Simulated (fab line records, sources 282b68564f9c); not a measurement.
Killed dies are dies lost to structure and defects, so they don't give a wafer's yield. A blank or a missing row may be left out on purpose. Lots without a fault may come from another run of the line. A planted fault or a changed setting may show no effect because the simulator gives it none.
fab line records | flow rit_cmos
record lots=5 wafers=15 last_day=7
route steps=202 shown PRETRO@73 GATE@75 FOX2@80 REOX@98 NLDD@103
lots that met no fault: from a run of the same line without faults
start_h: hours from the record's first day to the start of the lot's first wafer shown | wait_h: hours since the lot's step before | " the same as in the row above | L1.1+2: a row that stands for several wafers | - no value, or no start given | * or withheld: withheld | < > ~ a bound
route shown NAME@n: a module of which the file shows steps, and the number in the route of the first | usual: mean/standard deviation of fault-free wafers | same: alike in all rows | chamber/n: place in a boat | sites: the reading at each site | _std_site: their standard deviation | _edge_site: outer sites' mean less inner sites' | radius_mm: how far each site lies from the wafer's centre | mask NAME#n: copy n | behind: the tool/chamber that last shaped the wafer | hold: why the lot was held/for how many hours/how that ended | device: the transistor (n, p or np) that didn't switch | end of line: the same wafers' tests at the end of the route | a step without rows: its recipe alone | killed: dies lost to structure and defects at the first sort, not the wafer's yield | map: a wafer's dies, x killed, . not, _ none there
set.NAME: the setting as run; set.NAME@STEP: as run at that earlier step | model.NAME: the simulator's own value behind a step, which no gauge read
lots at some steps of the route; a table a step, a row a wafer
services: from which hour (start_h, from the record's first day; less than 0 if before it) a tool's chamber was out of use, for how many hours, and why
## steps
# step RIT_PRETRO_STRIP_09
# recipe chemistry=O2 time_s=180 resist=NOVOLAK platen_temp_c=withheld power_w=500 pressure_mtorr=4000 o2_flow_sccm=4000
# usual drypump_motor_current_A=5.7/0.32
# columns lot.wafer tool chamber start_h wait_h drypump_motor_current_A rf_hours_counter_h
L088.2 plasma_asher-01 1 102.22 0.1 5.3 43
L088.4 " 0 " " 6.1 -
L088.5 " 0 " " 6.1 -
L093.1 plasma_asher-03 1 127.29 0.1 5.9 47
L093.3 " 0 " " 5.5 -
L093.4 " 1 " " 5.9 -
L095.2 plasma_asher-03 0 136.05 0.1 5.5 48
L095.3 " 0 " " 5.5 -
L095.6 " 0 " " 5.4 -
L096.2 plasma_asher-01 1 141.80 0.1 5.3 45
L096.3 " 0 " " 6.1 -
L096.6 " 1 " " 5.3 -
L097.1 plasma_asher-01 0 146.12 0.1 6.1 45
L097.2 " 1 " " 5.3 45
L097.4 " 0 " " 6.1 -
# step RIT_PRETRO_TW_MEAS_10
# usual PRETRO_TW=470.9/2.4
# columns lot.wafer tool chamber start_h wait_h PRETRO_TW
L088.2 film_metro-02 - 102.41 0.1 468.3
L088.4 " - " " 472.7
L088.5 " - " " 469.4
L093.1 film_metro-04 - 127.46 0.1 471.6
L093.3 " - " " 470.4
L093.4 " - " " 474.3
L095.2 film_metro-04 - 136.24 0.1 471.7
L095.3 " - " " 470.8
L095.6 " - " " 471.0
L096.2 film_metro-02 - 141.99 0.1 474.2
L096.3 " - " " 474.0
L096.6 " - " " 472.1
L097.1 film_metro-02 - 146.29 0.1 468.6
L097.2 " - " " 471.8
L097.4 " - " " 468.2
# step RIT_GATE_WET_ETCH_00
# recipe chemistry=BOE target=SiO2 target_depth_nm=56 time_s=60 dry=n2_spin dilution=10:1 temp_c=21.5
# columns lot.wafer tool chamber start_h wait_h
L088.2+4+5 wet_bench-03 0 102.46 0.0
L093.1+3+4 wet_bench-04 2 127.52 0.1
L095.2+3+6 wet_bench-04 1 136.29 0.0
L096.2+3+6 wet_bench-04 2 142.04 0.0
L097.1+2+4 wet_bench-02 3 146.35 0.1
# step RIT_GATE_CLEAN_01
# recipe chemistry=SC1 mix=3:3:50 time_s=600 temp_c=75
# columns lot.wafer tool chamber start_h wait_h
L088.2+4+5 wet_bench-04 3 102.49 0.0
L093.1+3+4 wet_bench-02 3 127.55 0.0
L095.2+3+6 wet_bench-03 1 136.31 0.0
L096.2+3+6 wet_bench-03 0 142.06 0.0
L097.1+2+4 wet_bench-04 2 146.38 0.0
# step RIT_GATE_CLEAN_02
# recipe chemistry=dHF dilution=50:1 time_s=30
# columns lot.wafer tool chamber start_h wait_h
L088.2+4+5 wet_bench-02 2 102.66 0.0
L093.1+3+4 wet_bench-03 2 127.74 0.0
L095.2+3+6 wet_bench-02 0 136.66 0.0
L096.2+3+6 wet_bench-04 2 142.41 0.0
L097.1+2+4 wet_bench-02 1 146.55 0.0
# step RIT_GATE_CLEAN_03
# recipe chemistry=SC2 mix=3:3:50 time_s=600 temp_c=75 dry=n2_spin
# columns lot.wafer tool chamber start_h wait_h
L088.2+4+5 wet_bench-03 2 102.68 0.0
L093.1+3+4 wet_bench-04 3 127.75 0.0
L095.2+3+6 wet_bench-04 0 136.68 0.0
L096.2+3+6 wet_bench-02 3 142.43 0.0
L097.1+2+4 wet_bench-03 0 146.57 0.0
# step RIT_GATE_CLEAN_04
# recipe chemistry=dHF dilution=50:1 time_s=60 dry=n2_spin
# columns lot.wafer tool chamber start_h wait_h
L088.2+4+5 wet_bench-04 1 102.87 0.0
L093.1+3+4 wet_bench-02 3 127.93 0.0
L095.2+3+6 wet_bench-03 3 136.85 0.0
L096.2+3+6 wet_bench-03 0 142.61 0.0
L097.1+2+4 wet_bench-02 0 146.92 0.0
# step RIT_FOX2_THK_MEAS_91
# recipe reads=SiO2_of_FOX2_OXIDATION_00
# usual FIELD_OXIDE_LEFT_2_THK=254/6.1
# columns lot.wafer tool chamber start_h wait_h FIELD_OXIDE_LEFT_2_THK[nm]
L088.2 film_metro-01 - 102.90 0.0 249
L088.4 " - " " 246
L088.5 " - " " 251
L093.1 film_metro-02 - 127.96 0.0 260
L093.3 " - " " 253
L093.4 " - " " 256
L095.2 film_metro-02 - 136.91 0.0 255
L095.3 " - " " 255
L095.6 " - " " 259
L096.2 film_metro-01 - 142.67 0.0 253
L096.3 " - " " 262
L096.6 " - " " 253
L097.1 film_metro-01 - 146.94 0.0 268
L097.2 " - " " 264
L097.4 " - " " 264
# step RIT_GATE_OXIDATION_05
# recipe temp_c=900 ambient=O2 target_thk_a=30 ox_time_s=270
# columns lot.wafer tool chamber start_h wait_h
L088.2+4+5 furnace-03 0 103.43 0.5
L093.1+3+4 furnace-01 0 129.07 1.1
L095.2+3+6 furnace-03 0 137.19 0.3
L096.2+3+6 furnace-01 0 142.72 0.0
L097.1+2+4 furnace-02 0 147.00 0.1
# step RIT_GATE_ANNEAL_06
# recipe temp_c=900 time_s=600 ambient=N2O
# columns lot.wafer tool chamber start_h wait_h
L088.2+4+5 furnace-01 0 104.51 0.0
L093.1+3+4 furnace-01 0 130.14 0.0
L095.2+3+6 furnace-03 0 138.26 0.0
L096.2+3+6 furnace-01 0 143.79 0.0
L097.1+2+4 furnace-03 0 148.53 0.4
# step RIT_GATE_THK_MEAS_07
# recipe reads=SiO2_of_GATE_OXIDATION_05
# usual GATE_OXIDE_THK=3.00/0.069
# columns lot.wafer tool chamber start_h wait_h GATE_OXIDE_THK[nm]
L088.2 film_metro-01 - 104.77 0.0 2.91
L088.4 " - " " 2.98
L088.5 " - " " 3.02
L093.1 film_metro-01 - 130.39 0.0 3.10
L093.3 " - " " 3.09
L093.4 " - " " 3.05
L095.2 film_metro-01 - 138.52 0.0 2.96
L095.3 " - " " 3.06
L095.6 " - " " 3.01
L096.2 film_metro-01 - 144.05 0.0 2.91
L096.3 " - " " 2.89
L096.6 " - " " 2.90
L097.1 film_metro-02 - 148.78 0.0 2.99
L097.2 " - " " 3.09
L097.4 " - " " 2.98
# step RIT_GATE_CVD_08
# recipe material=poly-Si target_thk_nm=250 temp_c=610 precursor=SiH4 time_s=2220 pressure_mtorr=300 sih4_flow_sccm=100
# usual susceptor_temp_C=610.0/0.3
# columns lot.wafer tool chamber start_h wait_h susceptor_temp_C
L088.2 lpcvd-02 0 104.82 0.0 610.4
L088.4 " 0 " " 610.0
L088.5 " 0 " " 610.1
L093.1 lpcvd-01 0 130.45 0.1 609.7
L093.3 " 0 " " 610.0
L093.4 " 0 " " 609.7
L095.2 lpcvd-02 0 138.57 0.0 609.9
L095.3 " 0 " " 610.3
L095.6 " 0 " " 610.0
L096.2 lpcvd-01 1 144.10 0.0 610.0
L096.3 " 1 " " 609.9
L096.6 " 1 " " 609.6
L097.1 lpcvd-01 0 148.84 0.1 610.0
L097.2 " 0 " " 610.1
L097.4 " 0 " " 609.9
# step RIT_GATE_THK_MEAS_09
# recipe reads=poly-Si_of_GATE_CVD_08
# usual GATE_POLY_THK=250.2/2
# columns lot.wafer tool chamber start_h wait_h GATE_POLY_THK[nm]
L088.2 film_metro-02 - 106.45 0.0 246.9
L088.4 " - " " 248.7
L088.5 " - " " 247.6
L093.1 film_metro-02 - 132.07 0.0 251.4
L093.3 " - " " 251.5
L093.4 " - " " 249.9
L095.2 film_metro-02 - 140.20 0.0 245.1
L095.3 " - " " 247.1
L095.6 " - " " 246.4
L096.2 film_metro-02 - 145.73 0.0 252.7
L096.3 " - " " 251.5
L096.6 " - " " 250.3
L097.1 film_metro-02 - 150.45 0.0 251.4
L097.2 " - " " 250.2
L097.4 " - " " 250.2
# step RIT_GATE_HMDS_10
# recipe prime_time_s=60 prime_temp_c=140
# usual resist_line_temp_C=23.03/0.1
# same prime_time_s=60
# columns lot.wafer tool chamber start_h wait_h resist_line_temp_C
L088.2 litho_track-02 0 106.59 0.1 23.10
L088.4 " 0 " " 22.86
L088.5 " 0 " " 23.24
L093.1 litho_track-03 0 132.13 0.1 22.87
L093.3 " 0 " " 22.84
L093.4 " 0 " " 22.99
L095.2 litho_track-03 0 140.27 0.1 23.00
L095.3 " 0 " " 22.89
L095.6 " 0 " " 23.07
L096.2 litho_track-04 0 145.82 0.1 22.93
L096.3 " 0 " " 23.00
L096.6 " 0 " " 23.17
L097.1 litho_track-03 0 150.53 0.1 23.22
L097.2 " 0 " " 22.90
L097.4 " 0 " " 23.14
# step RIT_GATE_COAT_11
# recipe resist=NOVOLAK spin_rpm=4250 resist_thk_nm=850
# usual dispense_pressure_kPa=50/3.8 resist_line_temp_C=23.00/0.099
# columns lot.wafer tool chamber start_h wait_h dispense_pressure_kPa resist_line_temp_C
L088.2 litho_track-02 0 106.74 0.1 44 22.95
L088.4 " 0 " " 44 23.06
L088.5 " 0 " " 44 22.89
L093.1 litho_track-03 0 132.28 0.1 53 22.96
L093.3 " 0 " " 53 22.93
L093.4 " 0 " " 53 23.09
L095.2 litho_track-03 0 140.42 0.1 53 22.98
L095.3 " 0 " " 53 22.83
L095.6 " 0 " " 53 22.94
L096.2 litho_track-04 0 145.97 0.1 52 22.89
L096.3 " 0 " " 52 22.93
L096.6 " 0 " " 52 23.06
L097.1 litho_track-03 0 150.68 0.1 53 23.00
L097.2 " 0 " " 53 23.07
L097.4 " 0 " " 53 22.98
# step RIT_GATE_SOFTBAKE_12
# recipe resist=NOVOLAK temp_c=90 time_s=60
# usual heater_power_total_W=34.56/0.049 resist_line_temp_C=22.99/0.098
# columns lot.wafer tool chamber start_h wait_h heater_power_total_W resist_line_temp_C
L088.2 litho_track-02 0 106.89 0.1 34.57 23.12
L088.4 " 0 " " 34.57 22.94
L088.5 " 0 " " 34.52 23.05
L093.1 litho_track-03 0 132.43 0.1 34.51 23.11
L093.3 " 0 " " 34.57 23.11
L093.4 " 0 " " 34.55 23.11
L095.2 litho_track-03 0 140.57 0.1 34.63 22.90
L095.3 " 0 " " 34.58 23.03
L095.6 " 0 " " 34.55 23.01
L096.2 litho_track-04 0 146.12 0.1 34.52 22.83
L096.3 " 0 " " 34.62 22.99
L096.6 " 0 " " 34.63 22.85
L097.1 litho_track-03 0 150.83 0.1 34.49 22.99
L097.2 " 0 " " 34.50 22.92
L097.4 " 0 " " 34.49 22.95
# step RIT_GATE_EXPOSE_13
# recipe mask_id=M6 na=0.6 source_shape=conventional sigma_outer=0.6 target_cd_nm=150 dose_mj=380
# usual reticle_temp_C=23.00/0.089
# columns lot.wafer tool chamber start_h wait_h mask reticle_temp_C
L088.2 iline_stepper-02 0 107.16 0.2 M6#0 22.93
L088.4 " 0 " " M6#0 22.95
L088.5 " 0 " " M6#0 23.09
L093.1 iline_stepper-01 0 132.70 0.2 M6#0 23.02
L093.3 " 0 " " M6#0 23.00
L093.4 " 0 " " M6#0 23.00
L095.2 iline_stepper-02 0 140.72 0.1 M6#0 23.04
L095.3 " 0 " " M6#0 23.08
L095.6 " 0 " " M6#0 22.89
L096.2 iline_stepper-02 0 146.27 0.1 M6#0 23.12
L096.3 " 0 " " M6#0 22.94
L096.6 " 0 " " M6#0 22.99
L097.1 iline_stepper-02 0 150.98 0.1 M6#0 22.91
L097.2 " 0 " " M6#0 22.93
L097.4 " 0 " " M6#0 22.99
# step RIT_GATE_PEB_14
# recipe resist=NOVOLAK temp_c=withheld time_s=withheld
# usual resist_line_temp_C=*
# columns lot.wafer tool chamber start_h wait_h resist_line_temp_C
L088.2 litho_track-03 0 107.29 0.1 *
L088.4 " 0 " " *
L088.5 " 0 " " *
L093.1 litho_track-04 0 132.82 0.1 *
L093.3 " 0 " " *
L093.4 " 0 " " *
L095.2 litho_track-04 0 140.84 0.1 *
L095.3 " 0 " " *
L095.6 " 0 " " *
L096.2 litho_track-03 0 146.39 0.1 *
L096.3 " 0 " " *
L096.6 " 0 " " *
L097.1 litho_track-04 0 151.11 0.1 *
L097.2 " 0 " " *
L097.4 " 0 " " *
# step RIT_GATE_DEVELOP_15
# recipe resist=NOVOLAK develop_time_s=50 dev_temp_c=23
# usual developer_temp_C=23.03/0.091 resist_line_temp_C=23.00/0.1
# columns lot.wafer tool chamber start_h wait_h developer_temp_C resist_line_temp_C
L088.2 litho_track-03 0 - - 22.93 23.20
L088.4 " 0 " " 23.14 23.39
L088.5 " 0 " " 23.00 23.23
L093.1 litho_track-04 0 - - 23.05 23.00
L093.3 " 0 " " 23.11 22.86
L093.4 " 0 " " 23.08 23.06
L095.2 litho_track-04 0 - - 22.98 22.88
L095.3 " 0 " " 22.91 23.10
L095.6 " 0 " " 22.98 23.06
L096.2 litho_track-03 0 - - 23.13 23.11
L096.3 " 0 " " 23.02 22.92
L096.6 " 0 " " 23.18 22.98
L097.1 litho_track-04 0 - - 22.94 23.08
L097.2 " 0 " " 22.93 23.27
L097.4 " 0 " " 23.01 22.97
# step RIT_GATE_CD_MEAS_16
# recipe target_cd_nm=150
# usual cd_nm=150.9/2.5
# columns lot.wafer tool chamber start_h wait_h cd_nm
L088.2 cd_sem-02 - 107.57 - 155.8
L088.4 " - " " 157.6
L088.5 " - " " 155.6
L093.1 cd_sem-01 - 133.10 - 154.9
L093.3 " - " " 152.1
L093.4 " - " " 152.7
L095.2 cd_sem-01 - 141.12 - 149.1
L095.3 " - " " 149.8
L095.6 " - " " 152.2
L096.2 cd_sem-01 - 146.67 - 150.0
L096.3 " - " " 149.1
L096.6 " - " " 151.5
L097.1 cd_sem-01 - 151.40 - 148.2
L097.2 " - " " 149.5
L097.4 " - " " 148.6
# step RIT_GATE_OVL_MEAS_17
# usual GATE_OVL=0.1/1.8
# columns lot.wafer tool chamber start_h wait_h GATE_OVL[nm]
L088.2 overlay-01 - 107.68 0.1 -0.6
L088.4 " - " " -1.5
L088.5 " - " " -0.2
L093.1 overlay-02 - 133.22 0.1 -2.0
L093.3 " - " " -0.4
L093.4 " - " " -0.8
L095.2 overlay-02 - 141.23 0.1 0.3
L095.3 " - " " 0.5
L095.6 " - " " 1.9
L096.2 overlay-02 - 146.77 0.1 1.8
L096.3 " - " " 1.5
L096.6 " - " " 0.1
L097.1 overlay-02 - 151.52 0.1 -1.8
L097.2 " - " " -0.7
L097.4 " - " " -2.6
# step RIT_GATE_HARDBAKE_18
# recipe resist=NOVOLAK temp_c=140 time_s=60
# usual heater_power_total_W=62.54/0.051 resist_line_temp_C=23.02/0.093
# columns lot.wafer tool chamber start_h wait_h heater_power_total_W resist_line_temp_C
L088.2 litho_track-02 0 107.73 0.0 62.51 23.19
L088.4 " 0 " " 62.55 23.00
L088.5 " 0 " " 62.51 23.18
L093.1 litho_track-03 0 133.26 0.0 62.57 23.04
L093.3 " 0 " " 62.45 22.94
L093.4 " 0 " " 62.52 22.99
L095.2 litho_track-04 0 141.28 0.0 62.54 22.96
L095.3 " 0 " " 62.54 23.12
L095.6 " 0 " " 62.56 22.96
L096.2 litho_track-03 0 146.83 0.0 62.59 22.79
L096.3 " 0 " " 62.51 23.01
L096.6 " 0 " " 62.47 23.07
L097.1 litho_track-03 0 151.55 0.0 62.62 22.96
L097.2 " 0 " " 62.55 22.87
L097.4 " 0 " " 62.60 22.98
# step RIT_GATE_ETCH_19
# recipe chemistry=SF6/CHF3/O2 time_s=165 SF6_flow_sccm=30 CHF3_flow_sccm=30 O2_flow_sccm=5 target=poly-Si pressure_mtorr=40 rf_w=160 target_depth_a=3125 over_etch_frac=0.25 stop_on=SiO2
# usual drypump_motor_current_A=5.41/0.29 he_backside_leak_sccm=2.7/0.35 oes_product_au=0.854/0.012 throttle_valve_pct=10.25/0.089
# columns lot.wafer tool chamber start_h wait_h drypump_motor_current_A he_backside_leak_sccm oes_product_au rf_hours_counter_h throttle_valve_pct
L088.2 rie_si-02 2 107.86 0.1 5.66 2.7 0.859 66 10.35
L088.4 " 1 " " 5.33 2.7 0.846 - 10.19
L088.5 " 2 " " 5.64 2.6 0.863 - 10.35
L093.1 rie_si-01 3 133.41 0.1 5.26 2.4 0.859 72 10.27
L093.3 " 0 " " 4.81 3.1 0.860 67 10.21
L093.4 " 2 " " 5.37 2.7 0.869 25 10.17
L095.2 rie_si-01 2 141.41 0.1 5.37 2.8 0.850 25 10.18
L095.3 " 3 " " 5.24 2.3 0.838 72 10.28
L095.6 " 1 " " 5.47 3.2 0.846 - 10.40
L096.2 rie_si-02 0 146.95 0.1 5.83 2.4 0.851 15 10.19
L096.3 " 1 " " 5.34 2.8 0.854 3 10.20
L096.6 " 1 " " 5.34 2.7 0.853 - 10.21
L097.1 rie_si-01 1 151.70 0.1 5.53 2.9 0.858 123 10.42
L097.2 " 2 " " 5.37 2.8 0.870 25 10.16
L097.4 " 0 " " 4.81 3.0 0.842 67 10.20
# step RIT_GATE_STRIP_20
# recipe chemistry=O2 time_s=180 resist=NOVOLAK platen_temp_c=withheld power_w=500 pressure_mtorr=4000 o2_flow_sccm=4000
# usual drypump_motor_current_A=5.69/0.27
# columns lot.wafer tool chamber start_h wait_h drypump_motor_current_A rf_hours_counter_h
L088.2 plasma_asher-04 1 107.97 0.1 5.66 50
L088.4 " 0 " " 5.99 -
L088.5 " 0 " " 5.99 -
L093.1 plasma_asher-02 1 133.52 0.1 5.89 37
L093.3 " 1 " " 5.92 -
L093.4 " 0 " " 5.29 -
L095.2 plasma_asher-03 1 141.51 0.1 5.94 49
L095.3 " 0 " " 5.44 -
L095.6 " 1 " " 5.92 -
L096.2 plasma_asher-04 0 147.06 0.1 5.98 3
L096.3 " 1 " " 5.66 -
L096.6 " 1 " " 5.66 -
L097.1 plasma_asher-03 0 151.81 0.1 5.41 50
L097.2 " 1 " " 5.95 50
L097.4 " 1 " " 5.94 -
# step RIT_GATE_CD_MEAS_90
# recipe target_cd_nm=150
# usual cd_nm=150.9/2.5
# columns lot.wafer tool chamber start_h wait_h cd_nm
L088.2 cd_sem-01 - 108.16 0.1 156.2
L088.4 " - " " 157.3
L088.5 " - " " 156.1
L093.1 cd_sem-02 - 133.69 0.1 154.2
L093.3 " - " " 152.0
L093.4 " - " " 152.6
L095.2 cd_sem-01 - 141.71 0.1 148.8
L095.3 " - " " 150.1
L095.6 " - " " 152.5
L096.2 cd_sem-01 - 147.26 0.1 150.1
L096.3 " - " " 148.8
L096.6 " - " " 151.0
L097.1 cd_sem-01 - 151.99 0.1 147.8
L097.2 " - " " 150.0
L097.4 " - " " 148.6
# step RIT_REOX_CLEAN_00
# recipe chemistry=SC1 mix=3:3:50 time_s=600 temp_c=75
# columns lot.wafer tool chamber start_h wait_h
L088.2+4+5 wet_bench-01 1 108.26 0.1
L093.1+3+4 wet_bench-03 2 133.81 0.1
L095.2+3+6 wet_bench-01 1 141.81 0.1
L096.2+3+6 wet_bench-03 3 147.36 0.1
L097.1+2+4 wet_bench-03 2 152.11 0.1
# step RIT_REOX_CLEAN_01
# recipe chemistry=dHF dilution=50:1 time_s=30
# columns lot.wafer tool chamber start_h wait_h
L088.2+4+5 wet_bench-03 0 108.44 0.0
L093.1+3+4 wet_bench-02 2 134.16 0.0
L095.2+3+6 wet_bench-03 1 141.98 0.0
L096.2+3+6 wet_bench-02 1 147.71 0.0
L097.1+2+4 wet_bench-02 1 152.46 0.0
# step RIT_REOX_CLEAN_02
# recipe chemistry=SC2 mix=3:3:50 time_s=600 temp_c=75 dry=n2_spin
# columns lot.wafer tool chamber start_h wait_h
L088.2+4+5 wet_bench-02 1 108.45 0.0
L093.1+3+4 wet_bench-03 2 134.18 0.0
L095.2+3+6 wet_bench-02 3 142.02 0.0
L096.2+3+6 wet_bench-01 3 147.72 0.0
L097.1+2+4 wet_bench-01 3 152.47 0.0
# step RIT_REOX_OXIDATION_03
# recipe temp_c=900 ambient=O2 target_thk_a=252 ox_time_s=5580
# columns lot.wafer tool chamber start_h wait_h
L088.2+4+5 furnace-01 0 108.63 0.0
L093.1+3+4 furnace-04 0 134.53 0.0
L095.2+3+6 furnace-02 0 142.19 0.0
L096.2+3+6 furnace-01 0 148.54 0.6
L097.1+2+4 furnace-04 0 153.39 0.7
# step RIT_REOX_THK_MEAS_04
# recipe reads=SiO2_of_REOX_OXIDATION_03
# usual REOX_OXIDE_THK=25.2/0.55
# columns lot.wafer tool chamber start_h wait_h REOX_OXIDE_THK[nm]
L088.2 film_metro-04 - 111.19 0.0 25.8
L088.4 " - " " 25.6
L088.5 " - " " 25.6
L093.1 film_metro-04 - 137.08 0.0 24.5
L093.3 " - " " 24.6
L093.4 " - " " 24.9
L095.2 film_metro-04 - 144.75 0.0 25.6
L095.3 " - " " 25.4
L095.6 " - " " 25.5
L096.2 film_metro-02 - 151.10 0.0 25.1
L096.3 " - " " 24.6
L096.6 " - " " 24.7
L097.1 film_metro-04 - 155.94 0.0 24.5
L097.2 " - " " 24.1
L097.4 " - " " 24.3
# step RIT_NLDD_HMDS_00
# recipe prime_time_s=60 prime_temp_c=140
# usual resist_line_temp_C=23.00/0.12
# same prime_time_s=60
# columns lot.wafer tool chamber start_h wait_h resist_line_temp_C
L088.2 litho_track-03 0 111.36 0.2 23.07
L088.4 " 0 " " 22.96
L088.5 " 0 " " 22.97
L093.1 litho_track-01 0 137.14 0.1 23.01
L093.3 " 0 " " 23.11
L093.4 " 0 " " 22.92
L095.2 litho_track-03 0 144.83 0.1 23.06
L095.3 " 0 " " 23.07
L095.6 " 0 " " 23.11
L096.2 litho_track-02 0 151.28 0.2 23.17
L096.3 " 0 " " 23.08
L096.6 " 0 " " 23.17
L097.1 litho_track-03 0 156.00 0.1 23.05
L097.2 " 0 " " 23.12
L097.4 " 0 " " 22.96
# step RIT_NLDD_COAT_01
# recipe resist=NOVOLAK spin_rpm=3250 resist_thk_nm=1000
# usual dispense_pressure_kPa=49/3.7 resist_line_temp_C=23.00/0.1
# columns lot.wafer tool chamber start_h wait_h dispense_pressure_kPa resist_line_temp_C
L088.2 litho_track-03 0 111.51 0.1 53 23.05
L088.4 " 0 " " 53 22.92
L088.5 " 0 " " 53 23.04
L093.1 litho_track-01 0 137.29 0.1 48 22.97
L093.3 " 0 " " 48 23.09
L093.4 " 0 " " 48 23.07
L095.2 litho_track-03 0 144.98 0.1 53 23.02
L095.3 " 0 " " 53 23.07
L095.6 " 0 " " 53 23.12
L096.2 litho_track-02 0 151.43 0.1 44 22.92
L096.3 " 0 " " 44 22.95
L096.6 " 0 " " 44 22.89
L097.1 litho_track-03 0 156.15 0.1 53 23.13
L097.2 " 0 " " 53 22.90
L097.4 " 0 " " 53 23.03
# step RIT_NLDD_SOFTBAKE_02
# recipe resist=NOVOLAK temp_c=90 time_s=60
# usual heater_power_total_W=34.57/0.051 resist_line_temp_C=23.00/0.094
# columns lot.wafer tool chamber start_h wait_h heater_power_total_W resist_line_temp_C
L088.2 litho_track-03 0 111.66 0.1 34.54 22.69
L088.4 " 0 " " 34.57 22.94
L088.5 " 0 " " 34.61 22.93
L093.1 litho_track-01 0 137.44 0.1 34.59 22.86
L093.3 " 0 " " 34.62 23.10
L093.4 " 0 " " 34.58 23.02
L095.2 litho_track-03 0 145.13 0.1 34.54 23.02
L095.3 " 0 " " 34.57 23.10
L095.6 " 0 " " 34.52 23.04
L096.2 litho_track-02 0 151.58 0.1 34.57 22.92
L096.3 " 0 " " 34.51 22.81
L096.6 " 0 " " 34.59 22.90
L097.1 litho_track-03 0 156.30 0.1 34.50 22.99
L097.2 " 0 " " 34.61 23.05
L097.4 " 0 " " 34.61 23.09
# step RIT_NLDD_EXPOSE_03
# recipe mask_id=M7 na=0.57 target_cd_nm=40700 dose_mj=250
# usual reticle_temp_C=22.99/0.11
# columns lot.wafer tool chamber start_h wait_h mask reticle_temp_C
L088.2 iline_stepper-02 0 111.81 0.1 M7#0 22.82
L088.4 " 0 " " M7#0 22.97
L088.5 " 0 " " M7#0 23.07
L093.1 iline_stepper-01 0 137.71 0.2 M7#0 22.92
L093.3 " 0 " " M7#0 22.91
L093.4 " 0 " " M7#0 22.91
L095.2 iline_stepper-01 0 145.27 0.1 M7#0 23.07
L095.3 " 0 " " M7#0 23.11
L095.6 " 0 " " M7#0 23.03
L096.2 iline_stepper-02 0 151.85 0.2 M7#0 23.02
L096.3 " 0 " " M7#0 22.91
L096.6 " 0 " " M7#0 22.95
L097.1 iline_stepper-01 0 156.57 0.2 M7#0 23.03
L097.2 " 0 " " M7#0 22.93
L097.4 " 0 " " M7#0 23.03
# step RIT_NLDD_PEB_04
# recipe resist=NOVOLAK temp_c=withheld time_s=withheld
# usual resist_line_temp_C=*
# columns lot.wafer tool chamber start_h wait_h resist_line_temp_C
L088.2 litho_track-01 0 112.12 0.3 *
L088.4 " 0 " " *
L088.5 " 0 " " *
L093.1 litho_track-03 0 137.83 0.1 *
L093.3 " 0 " " *
L093.4 " 0 " " *
L095.2 litho_track-02 0 145.39 0.1 *
L095.3 " 0 " " *
L095.6 " 0 " " *
L096.2 litho_track-01 0 151.97 0.1 *
L096.3 " 0 " " *
L096.6 " 0 " " *
L097.1 litho_track-02 0 156.69 0.1 *
L097.2 " 0 " " *
L097.4 " 0 " " *
# step RIT_NLDD_DEVELOP_05
# recipe resist=NOVOLAK develop_time_s=50 dev_temp_c=23
# usual developer_temp_C=23.00/0.1 resist_line_temp_C=23.00/0.097
# columns lot.wafer tool chamber start_h wait_h developer_temp_C resist_line_temp_C
L088.2 litho_track-01 0 - - 23.05 22.90
L088.4 " 0 " " 23.16 22.76
L088.5 " 0 " " 23.02 22.99
L093.1 litho_track-03 0 - - 23.17 23.01
L093.3 " 0 " " 23.00 23.01
L093.4 " 0 " " 22.91 22.83
L095.2 litho_track-02 0 - - 22.98 22.84
L095.3 " 0 " " 22.99 22.99
L095.6 " 0 " " 23.06 22.87
L096.2 litho_track-01 0 - - 23.12 22.91
L096.3 " 0 " " 22.89 22.84
L096.6 " 0 " " 23.02 23.00
L097.1 litho_track-02 0 - - 23.06 23.07
L097.2 " 0 " " 23.16 22.88
L097.4 " 0 " " 22.94 23.02
# step RIT_NLDD_OVL_MEAS_06
# usual NLDD_OVL=-0.1/1.2
# columns lot.wafer tool chamber start_h wait_h NLDD_OVL[nm]
L088.2 overlay-02 - 112.39 - 2.3
L088.4 " - " " 1.2
L088.5 " - " " 2.2
L093.1 overlay-02 - 138.11 - -1.2
L093.3 " - " " -0.9
L093.4 " - " " -0.9
L095.2 overlay-02 - 145.66 - 0.0
L095.3 " - " " 0.2
L095.6 " - " " 1.2
L096.2 overlay-02 - 152.24 - 1.1
L096.3 " - " " -0.6
L096.6 " - " " -0.2
L097.1 overlay-02 - 156.97 - -2.6
L097.2 " - " " -2.4
L097.4 " - " " -2.5
# step RIT_NLDD_HARDBAKE_07
# recipe resist=NOVOLAK temp_c=140 time_s=60
# usual heater_power_total_W=62.55/0.045 resist_line_temp_C=23.01/0.1
# columns lot.wafer tool chamber start_h wait_h heater_power_total_W resist_line_temp_C
L088.2 litho_track-01 0 112.44 0.0 62.51 22.93
L088.4 " 0 " " 62.55 23.08
L088.5 " 0 " " 62.55 23.17
L093.1 litho_track-03 0 138.15 0.0 62.49 23.00
L093.3 " 0 " " 62.47 23.04
L093.4 " 0 " " 62.55 22.81
L095.2 litho_track-01 0 145.71 0.0 62.63 23.17
L095.3 " 0 " " 62.55 22.94
L095.6 " 0 " " 62.58 23.08
L096.2 litho_track-01 0 152.29 0.0 62.59 23.00
L096.3 " 0 " " 62.55 22.99
L096.6 " 0 " " 62.59 22.98
L097.1 litho_track-03 0 157.01 0.0 62.58 23.01
L097.2 " 0 " " 62.54 22.90
L097.4 " 0 " " 62.55 23.15
# step RIT_NLDD_IMPLANT_08
# recipe species=P energy_kev=20 dose_cm2=5e+14 tilt_deg=7
# columns lot.wafer tool chamber start_h wait_h
L088.2+4+5 implanter-04 0 112.59 0.1
L093.1+3+4 implanter-01 0 138.30 0.1
L095.2+3+6 implanter-02 0 145.86 0.1
L096.2+3+6 implanter-02 0 152.44 0.1
L097.1+2+4 implanter-01 0 157.16 0.1
## services
# columns tool chamber start_h hours kind
rie_si-01 2 86.25 22.7 repair
furnace-04 - 89.40 4.7 pm
implanter-02 - 89.50 4.2 repair
rie_si-02 3 94.46 - clean
rie_si-02 3 94.46 22.3 scheduled_down
rie_si-02 3 94.46 22.3 vent_cycle
implanter-02 - 95.65 1.6 repair
lpcvd-02 - 99.32 0.5 repair
implanter-02 - 104.03 2.6 repair
plasma_asher-04 - 108.75 9.0 pm
plasma_asher-04 0 108.75 9.0 vent_cycle
plasma_asher-04 1 108.75 9.0 vent_cycle
furnace-04 - 109.16 3.2 pm
plasma_asher-01 - 111.34 10.6 repair
plasma_asher-04 0 117.75 - clean
plasma_asher-04 1 117.75 - clean
furnace-02 - 122.60 3.3 pm
plasma_asher-01 - 123.88 14.6 pm
implanter-04 - 125.25 3.1 repair
implanter-02 - 143.31 2.5 repair
implanter-02 - 156.85 1.2 pm
## key
fault none
